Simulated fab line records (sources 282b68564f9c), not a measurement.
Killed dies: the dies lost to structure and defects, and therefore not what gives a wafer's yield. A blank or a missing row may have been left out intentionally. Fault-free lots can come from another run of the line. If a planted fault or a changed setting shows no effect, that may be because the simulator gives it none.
The tool behind it: which one? -- flow rit-cmos -- 7 lots, 21 wafers sampled, at 2 steps of a route of 202

== WHAT THE GAUGES SHOWED, per wafer ==
RIT_PWELL_OVL_MEAS_06.
lot,measured,on,PWELL_OVL (nm)
L240,day 2 03:46,overlay-02,-1.1 -3.1 -2.6
L243,day 2 19:55,overlay-02,0.1 -2.3 -0.9
L246,day 3 09:43,overlay-01,1.8 3.6 -0.1
L248,day 3 20:24,overlay-02,0.9 0.8 -0.8
L250,day 4 04:59,overlay-02,-0.4 0.5 -1.1
L254,day 5 01:35,overlay-01,240.4 240.7 241.1
L259,day 6 02:09,overlay-01,0.8 2.2 0.2

== WHICH TOOL RAN EACH LOT (tool, then ch and the chambers of the sampled wafers, then the start) ==
lot,RIT_PWELL_EXPOSE_03
L240,"iline-stepper-02 ch 0, day 2 03:20"
L243,"iline-stepper-02 ch 0, day 2 19:29"
L246,"iline-stepper-01 ch 0, day 3 09:18"
L248,"iline-stepper-02 ch 0, day 3 20:00"
L250,"iline-stepper-02 ch 0, day 4 04:32"
L254,"iline-stepper-01 ch 0, day 5 01:09"
L259,"iline-stepper-02 ch 0, day 6 01:37"
- RIT_PWELL_EXPOSE_03: exposes mask M3, target cd 43700 nm.

== THE ANSWER, worked out from the rows above alone ==
Rule: the usual values come from the lots themselves. The widest of any qualifying gaps counts: lots, ordered by their means at a reading, are off when they make up no more than a third of the lots, leave a main group of 4 or more, and stand apart from it by 3 or more times the standard deviation of that group's means. Not used: any main group whose means are identical at the precision the tables above print for the reading. Also off: a lot with no number at a reading for which 4 or more lots have one. All remaining lots with rows at the step are treated as sound.
Off: L254, seen at RIT_PWELL_OVL_MEAS_06 (PWELL_OVL). Main group: mean -0.1 nm, sd 1.3.
A tool fits if, at a process step before that reading, it ran every lot that is off, and no sound lot after the first of them. The gauges at RIT_PWELL_OVL_MEAS_06 are tried like those tools. One fits: iline-stepper-01 at RIT_PWELL_EXPOSE_03. A fault onset in the window from L246 (day 3 09:18, its last sound lot) to L254 (day 5 01:09, its first lot off) fits.

== WHAT THE SIMULATOR HAD PUT IN ==
Scanner matching overlay: iline-stepper-01, from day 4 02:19 on, at RIT_PWELL_EXPOSE_03. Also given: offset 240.
Struck lots among those shown: L254. The rule given above showed the same thing.
